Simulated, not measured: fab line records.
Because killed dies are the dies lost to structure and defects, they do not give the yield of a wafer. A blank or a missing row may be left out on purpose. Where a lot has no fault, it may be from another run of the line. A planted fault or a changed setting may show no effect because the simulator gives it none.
Matching of chambers ; flow berkeley-cmos170 ; UCB170_V2_ETCH_14 on rie-diel-04 has 4 sister chambers
The step etches SiO2 in CHF3/CF4/Ar, stops on Al, target depth 1250 nm, time 291 s. 14 wafers are shown with their chamber, then 7 later ones without.

EACH WAFER AND ITS CHAMBER
wafer;chamber;drypump-motor-current-A (A);throttle-valve-pct (%);run-length-s (s)
L914.1;2;6.0;7.18;318.3
L914.2;3;6.4;7.11;319.2
L914.3;1;5.6;7.08;319.9
L917.3;0;5.9;7.10;318.7
L917.4;1;5.7;7.10;320.2
L917.6;3;6.3;7.10;319.6
L919.2;3;6.3;7.12;319.5
L919.5;1;5.6;7.10;319.6
L919.6;0;5.9;7.10;318.8
L920.1;1;5.7;7.08;319.4
L920.2;3;6.4;7.11;319.4
L920.6;2;6.0;7.17;318.3
L923.4;2;6.0;7.16;318.3
L923.5;2;6.0;7.16;318.7

SIGNATURES, as means of the wafers listed above
reading;chamber 0;chamber 1;chamber 2;chamber 3;scatter within a chamber
drypump-motor-current-A;5.900;5.650;6.000;6.350;0.0447
throttle-valve-pct;7.1000;7.0900;7.1675;7.1100;0.00935
run-length-s;318.750;319.775;318.400;319.425;0.241
Rule: for each reading, subtract the chamber's mean from the wafer's reading, divide by that reading's scatter and square the result; add these up over the readings and take the root, which gives the wafer's distance from the chamber. If the next closest chamber is less than 2 further off than the closest, the wafer can't be placed; otherwise it belongs to the closest. The scatter is the square root of a quotient: the sum, over the shown wafers, of each reading's squared deviation from its chamber's mean, divided by wafers minus chambers.

WAFERS WITHOUT THEIR CHAMBER
wafer;drypump-motor-current-A (A);throttle-valve-pct (%);run-length-s (s)
L923.6;5.6;7.10;319.5
L927.1;5.7;7.09;319.6
L927.2;6.4;7.10;319.2
L927.4;5.9;7.10;318.8
L935.1;5.9;7.10;319.0
L935.2;5.7;7.07;319.4
L935.5;5.7;7.08;319.6

CHAMBER TAKEN BY EACH
wafer;from the rows above;in truth
L923.6;1;1
L927.1;1;1
L927.2;3;3
L927.4;0;0
L935.1;0;0
L935.2;1;1
L935.5;1;1
Correct placement for 7 of the 7. Can't be placed from these rows: 0. Wrongly placed: 0.
